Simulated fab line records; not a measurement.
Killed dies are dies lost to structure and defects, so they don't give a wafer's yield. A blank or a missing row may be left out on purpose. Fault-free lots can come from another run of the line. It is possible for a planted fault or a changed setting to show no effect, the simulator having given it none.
2 desks looking at one fault + flow berkeley_cmos170 + each desk holds nothing but its own numbers, with what lay behind them at the end

## DESK OF THE TOOL OWNER: implanter-02
The tool's own readings at UCB170_PFIELD_IMPLANT_07: means of the sampled wafers that have a number, for each lot that ran on this tool. Marked OUT: a lot whose mean sits more than 4 standard deviations from the usual mean, which makes it out of limits; the brackets give that distance.
Columns: A = beam_energy_keV at UCB170_PFIELD_IMPLANT_07, usual 79.997
| lot  | first seen here | A                |
|------|-----------------|------------------|
| L362 | day 4 01:08     | 79.960           |
| L373 | day 7 06:24     | 81.027 (+45) OUT |
| L376 | day 7 10:30     | 81.026 (+45) OUT |
This desk finds L373, L376 out of limits, L373 being first, at day 7 06:24 (beam_energy_keV at UCB170_PFIELD_IMPLANT_07). L362: within limits.

## FROM THE METROLOGY DESK
What the gauges read for every lot (on any tool): the sampled wafers with a number, averaged. Marked OUT: a lot whose mean sits more than 4 standard deviations from the usual mean, which makes it out of limits; the brackets give that distance.
Columns: A = ACTIVE_OVL at UCB170_ACTIVE_OVL_MEAS_14, usual -1 nm; B = cd_nm at UCB170_ACTIVE_CD_MEAS_90, usual 1199.5 nm; C = PFIELD_OVL at UCB170_PFIELD_OVL_MEAS_06, usual -1 nm
| lot  | first seen here | A  | B      | C  |
|------|-----------------|----|--------|----|
| L362 | day 3 23:37     | 3  | 1199.1 | -2 |
| L367 | day 5 02:57     | -1 | 1199.4 | 2  |
| L373 | day 7 02:49     | -2 | 1199.7 | -2 |
| L376 | day 7 08:27     | -0 | 1199.2 | -8 |
| L381 | day 8 13:47     | -0 | 1196.9 | -1 |
| L384 | day 9 05:23     | -6 | 1199.2 | -1 |
Result from this desk: across the 6 lots, nothing is out of limits.

## BROUGHT TOGETHER
At day 7 06:24, on L373, L376, the tool owner's desk was in a position to raise an alarm.
From the metrology desk's view, nothing was out of limits.
The metrology desk holds a record of L373, L376, inside its limits.
The lots listed all ran UCB170_PFIELD_IMPLANT_07 on implanter-02.

## WHAT THE SIMULATOR PUT IN
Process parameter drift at UCB170_PFIELD_IMPLANT_07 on implanter-02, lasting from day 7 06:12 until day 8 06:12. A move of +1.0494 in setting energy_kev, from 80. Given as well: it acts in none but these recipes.
Shown lots that were struck: L373, L376.
How many hours passed from the start of the fault until each desk's first out-of-limits reading: the tool owner's desk, 0.
